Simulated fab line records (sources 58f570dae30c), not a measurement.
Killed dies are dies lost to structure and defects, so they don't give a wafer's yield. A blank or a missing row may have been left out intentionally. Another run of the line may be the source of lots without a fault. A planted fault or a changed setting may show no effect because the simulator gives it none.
Shared-tool check    flow berkeley_cmos170    Sample size 13 lots and 39 wafers

== REASON IT WAS OPENED ==
1 of 13 lots carry a flag on the reading PWELL_TW at UCB170_PWELL_TW_MEAS_17. Fault-free wafers read 377, with a standard deviation of 4.3.
Rule: a lot gets a flag if all its wafers with a number sit over 4 standard deviations from that mean, or if no wafer of it has a number. As for the other lots, they are considered sound.

lot   measured     on             PWELL_TW, wafer by wafer  flag
L350  day 2 21:20  film_metro-02  382 381 382               
L351  day 3 07:09  film_metro-01  373 374 373               
L352  day 3 15:29  film_metro-04  381 381 382               
L357  day 4 14:08  film_metro-01  29 29 29                  FLAGGED
L365  day 5 21:53  film_metro-02  381 378 380               
L366  day 6 07:07  film_metro-04  381 379 381               
L367  day 6 10:24  film_metro-02  380 377 380               
L368  day 6 19:34  film_metro-01  370 372 373               
L369  day 7 00:11  film_metro-01  372 371 371               
L370  day 7 00:13  film_metro-04  381 379 380               
L371  day 7 07:10  film_metro-02  380 380 380               
L372  day 7 09:04  film_metro-01  373 373 375               
L373  day 7 13:30  film_metro-04  380 380 381               
The numbers of the flagged lots are 29 on average: -348 against the usual, or -81 standard deviations.

== EACH LOT AND THE TOOL IT RAN ON ==
The record holds 2 process steps before the reading, out of a route of 331 steps. In each cell: the tool, then ch and the chambers that the sampled wafers went through, then the start.
lot   flag     UCB170_PWELL_EXPOSE_10            UCB170_PWELL_STRIP_16
L350           krf_scanner-01 ch 0, day 2 20:24  plasma_asher-03 ch 0, day 2 21:14
L351           krf_scanner-02 ch 0, day 3 06:20  plasma_asher-02 ch 0,1, day 3 07:03
L352           krf_scanner-01 ch 0, day 3 14:41  plasma_asher-02 ch 0,1, day 3 15:24
L357  FLAGGED  krf_scanner-02 ch 0, day 4 13:11  plasma_asher-02 ch 1, day 4 14:01
L365           krf_scanner-01 ch 0, day 5 20:55  plasma_asher-03 ch 0,1, day 5 21:46
L366           krf_scanner-02 ch 0, day 6 05:43  plasma_asher-04 ch 0,1, day 6 07:01
L367           krf_scanner-01 ch 0, day 6 09:38  plasma_asher-04 ch 0,1, day 6 10:19
L368           krf_scanner-01 ch 0, day 6 18:49  plasma_asher-04 ch 0,1, day 6 19:29
L369           krf_scanner-02 ch 0, day 6 23:11  plasma_asher-03 ch 0, day 7 00:05
L370           krf_scanner-01 ch 0, day 6 23:27  plasma_asher-02 ch 0,1, day 7 00:07
L371           krf_scanner-01 ch 0, day 7 06:01  plasma_asher-02 ch 0,1, day 7 07:03
L372           krf_scanner-01 ch 0, day 7 08:13  plasma_asher-04 ch 0,1, day 7 08:59
L373           krf_scanner-02 ch 0, day 7 12:35  plasma_asher-02 ch 0,1, day 7 13:24
What is done by these steps:
- UCB170_PWELL_EXPOSE_10: exposes mask PWELL, target cd 3000 nm.
- UCB170_PWELL_STRIP_16: strips in O2.
- UCB170_PWELL_TW_MEAS_17

== FLAGGED OVER TOTAL, TOOL BY TOOL (the gauges that took the reading come last) ==
step                     tool             lots run  flagged  share of the flagged lots  sound lots run after its first flagged lot
UCB170_PWELL_EXPOSE_10   krf_scanner-01   8         0        none                       -
UCB170_PWELL_EXPOSE_10   krf_scanner-02   5         1        all                        3 (L366,L369,L373)
UCB170_PWELL_STRIP_16    plasma_asher-02  6         1        all                        3 (L370,L371,L373)
UCB170_PWELL_STRIP_16    plasma_asher-03  3         0        none                       -
UCB170_PWELL_STRIP_16    plasma_asher-04  4         0        none                       -
UCB170_PWELL_TW_MEAS_17  film_metro-01    5         1        all                        3 (L368,L369,L372)
UCB170_PWELL_TW_MEAS_17  film_metro-02    4         0        none                       -
UCB170_PWELL_TW_MEAS_17  film_metro-04    4         0        none                       -

== WHAT THE TABLE PERMITS ==
3 rows of the table ran every flagged lot: krf_scanner-02 at UCB170_PWELL_EXPOSE_10, plasma_asher-02 at UCB170_PWELL_STRIP_16, film_metro-01 at UCB170_PWELL_TW_MEAS_17.
- krf_scanner-02 at UCB170_PWELL_EXPOSE_10 ran 5 lots, 1 of them flagged. After the first flagged lot (L366, L369, L373), sound lots still ran on it; a lasting fault on the whole tool would not permit that.
- plasma_asher-02 at UCB170_PWELL_STRIP_16 ran 6 lots, 1 of them flagged. After the first flagged lot (L370, L371, L373), sound lots still ran on it; a lasting fault on the whole tool would not permit that.
- film_metro-01 at UCB170_PWELL_TW_MEAS_17 ran 5 lots, 1 of them flagged. After the first flagged lot (L368, L369, L372), sound lots still ran on it; a lasting fault on the whole tool would not permit that.
Every row of the table either missed a flagged lot or ran a sound lot after the first.

== WHAT THE SIMULATOR HAD INSERTED ==
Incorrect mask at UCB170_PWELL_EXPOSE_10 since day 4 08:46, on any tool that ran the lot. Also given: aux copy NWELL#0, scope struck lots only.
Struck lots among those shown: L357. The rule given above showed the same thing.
